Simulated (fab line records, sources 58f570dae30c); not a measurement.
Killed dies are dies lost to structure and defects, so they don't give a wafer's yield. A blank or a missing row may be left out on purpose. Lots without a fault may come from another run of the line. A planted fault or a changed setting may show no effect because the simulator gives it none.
Which tool did it? | flow berkeley_cmos170 | 13 lots, 39 wafers sampled, at 6 steps of a route of 331

WHAT THE GAUGES READ, wafer by wafer
UCB170_PVT_OVL_MEAS_06. Usual: PVT_OVL 0 nm, standard deviation 5.9.
lot  | measured     | on         | PVT_OVL (nm) | flag
L248 | day 6 00:55  | overlay-02 | -4 -6 -2     |
L249 | day 6 01:46  | overlay-01 | 1 5 4        |
L251 | day 7 02:24  | overlay-02 | -1 0 4       |
L255 | day 7 13:20  | overlay-01 | 3 -6 0       |
L257 | day 7 20:34  | overlay-01 | 3 -5 -3      |
L256 | day 7 21:16  | overlay-01 | -1 -5 0      |
L260 | day 8 10:13  | overlay-02 | -14 -13 -17  |
L259 | day 8 10:23  | overlay-01 | 0 -4 -10     |
L261 | day 9 12:08  | overlay-01 | -9 5 5       |
L268 | day 11 06:28 | overlay-01 | 4 9 7        |
L271 | day 11 14:14 | overlay-01 | -1 -4 1      |
L270 | day 11 14:34 | overlay-01 | -10 -9 -11   |
L269 | day 11 14:48 | overlay-01 | -9 0 -7      |

UCB170_GATE_OVL_MEAS_13. Usual: GATE_OVL 0 nm, standard deviation 4.7.
lot  | measured     | on         | GATE_OVL (nm) | flag
L248 | day 6 16:38  | overlay-02 | -4 -7 -3      |
L249 | day 6 17:28  | overlay-01 | 2 2 -1        |
L251 | day 7 22:15  | overlay-01 | 4 2 2         |
L255 | day 8 04:10  | overlay-01 | 2 0 0         |
L257 | day 8 12:50  | overlay-01 | -4 -4 1       |
L256 | day 8 13:18  | overlay-01 | 3 -2 -1       |
L260 | day 9 07:18  | overlay-02 | 0 4 4         |
L259 | day 9 06:40  | overlay-01 | 4 0 1         |
L261 | day 10 04:03 | overlay-01 | -3 3 4        |
L268 | day 11 19:28 | overlay-02 | -2 2 -4       |
L271 | day 12 05:35 | overlay-01 | 1 3 2         |
L270 | day 12 06:04 | overlay-01 | -5 0 0        |
L269 | day 12 06:11 | overlay-02 | -8 -8 -9      |

UCB170_NLDD_TW_MEAS_11. Usual: NLDD_TW 2217, standard deviation 23.
lot  | measured     | on            | NLDD_TW        | flag
L248 | day 7 00:04  | film_metro-02 | 2187 2165 2167 |
L249 | day 7 00:43  | film_metro-04 | 2241 2246 2242 |
L251 | day 8 03:12  | film_metro-01 | 2210 2207 2216 |
L255 | day 8 09:13  | film_metro-01 | 2216 2205 2221 |
L257 | day 8 20:35  | film_metro-04 | 2232 2233 2247 |
L256 | day 8 20:41  | film_metro-01 | 2216 2216 2234 |
L260 | day 9 12:11  | film_metro-04 | 2234 2242 2232 |
L259 | day 9 11:25  | film_metro-01 | 2198 2214 2202 |
L261 | day 10 10:11 | film_metro-04 | 2242 2231 2230 |
L268 | day 11 23:31 | film_metro-04 | 2244 2236 2239 |
L271 | day 12 13:30 | film_metro-04 | 2244 2233 2240 |
L270 | day 12 13:45 | film_metro-04 | 2231 2240 2234 |
L269 | day 12 14:07 | film_metro-01 | 2218 2215 2214 |

UCB170_PSD_CD_MEAS_06: target cd 1200 nm. Usual: cd_nm 1199.8 nm, standard deviation 2.
lot  | measured     | on        | cd_nm (nm)           | flag
L248 | day 7 08:33  | cd_sem-01 | 1197.3 1198.5 1197.2 |
L249 | day 7 08:58  | cd_sem-01 | 1200.2 1200.2 1200.9 |
L251 | day 8 11:27  | cd_sem-01 | 1198.9 1199.8 1198.5 |
L255 | day 8 16:56  | cd_sem-01 | 1202.1 1201.1 1199.8 |
L257 | day 9 07:54  | cd_sem-01 | 1201.0 1199.5 1198.5 |
L256 | day 9 08:22  | cd_sem-01 | 1201.4 1199.7 1199.2 |
L260 | day 9 21:02  | cd_sem-01 | - - -                | OFF
L259 | day 9 20:31  | cd_sem-01 | 1196.7 1195.8 1196.4 |
L261 | day 10 19:06 | cd_sem-01 | 1198.8 1197.9 1196.9 |
L268 | day 12 07:03 | cd_sem-01 | 1201.1 1199.9 1198.8 |
L271 | day 12 21:47 | cd_sem-01 | 1200.8 1200.5 1201.6 |
L270 | day 12 21:34 | cd_sem-01 | 1197.1 1197.9 1198.3 |
L269 | day 12 22:03 | cd_sem-01 | 1198.8 1198.9 1200.2 |

UCB170_PSD_TW_MEAS_10. Usual: PSD_TW 2328, standard deviation 27.
lot  | measured     | on            | PSD_TW         | flag
L248 | day 7 08:58  | film_metro-04 | 2350 2363 2359 |
L249 | day 7 09:22  | film_metro-01 | 2333 2316 2332 |
L251 | day 8 11:50  | film_metro-04 | 2344 2345 2338 |
L255 | day 8 17:19  | film_metro-01 | 2322 2319 2342 |
L257 | day 9 08:18  | film_metro-02 | 2280 2300 2301 |
L256 | day 9 08:46  | film_metro-01 | 2316 2317 2334 |
L260 | day 9 21:26  | film_metro-04 | 30 30 30       | OFF
L259 | day 9 20:56  | film_metro-04 | 2341 2355 2351 |
L261 | day 10 19:29 | film_metro-02 | 2304 2294 2305 |
L268 | day 12 07:26 | film_metro-04 | 2355 2356 2354 |
L271 | day 12 22:11 | film_metro-02 | 2289 2294 2280 |
L270 | day 12 21:58 | film_metro-04 | 2363 2345 2356 |
L269 | day 12 22:26 | film_metro-04 | 2351 2349 2357 |

WHICH TOOL RAN EACH LOT (tool, then ch and the chambers of the sampled wafers, then the start)
lot  | UCB170_PSD_EXPOSE_03
L248 | krf_scanner-02 ch 0, day 7 07:49
L249 | krf_scanner-02 ch 0, day 7 08:20
L251 | krf_scanner-02 ch 0, day 8 11:00
L255 | krf_scanner-01 ch 0, day 8 16:32
L257 | krf_scanner-02 ch 0, day 9 07:01
L256 | krf_scanner-02 ch 0, day 9 07:32
L260 | krf_scanner-02 ch 0, day 9 20:10
L259 | krf_scanner-02 ch 0, day 9 19:58
L261 | krf_scanner-02 ch 0, day 10 17:51
L268 | krf_scanner-01 ch 0, day 12 06:28
L271 | krf_scanner-02 ch 0, day 12 21:08
L270 | krf_scanner-01 ch 0, day 12 20:55
L269 | krf_scanner-01 ch 0, day 12 21:23
- UCB170_PSD_EXPOSE_03: exposes mask PSELECT MOD, target cd 1200 nm.

WHAT THE TOOLS THEMSELVES READ (means of the sampled wafers that have a number; where no wafer has one, the mark that the record gives instead)
The record holds no such reading with a usual standard deviation.

THE ANSWER, worked out from the rows above alone
Rule: a lot is off if the mean of its wafers that have a number lies more than 3 standard deviations from the usual mean. A lot without any number at a reading at which 4 lots or more have one is off too. The other lots that the step has rows for count as sound. The gauges are gone through in route order, then the tools' own readings, and for those a lot's mean is taken as printed above. The first step at which some lot is off is used, and at that step the reading that is off furthest; a lot without a number counts as furthest.
Off: L260, at UCB170_PSD_CD_MEAS_06 (cd_nm). Without a number there: L260.
A tool fits if, at a process step before that reading, it ran every lot that is off, and no sound lot after the first of them. The gauges at UCB170_PSD_CD_MEAS_06 aren't tried: what is off there is off at UCB170_PSD_TW_MEAS_10 too, on other tools, and a gauge's error can't cause that. None of those tried fits.

WHAT THE SIMULATOR HAD PUT IN
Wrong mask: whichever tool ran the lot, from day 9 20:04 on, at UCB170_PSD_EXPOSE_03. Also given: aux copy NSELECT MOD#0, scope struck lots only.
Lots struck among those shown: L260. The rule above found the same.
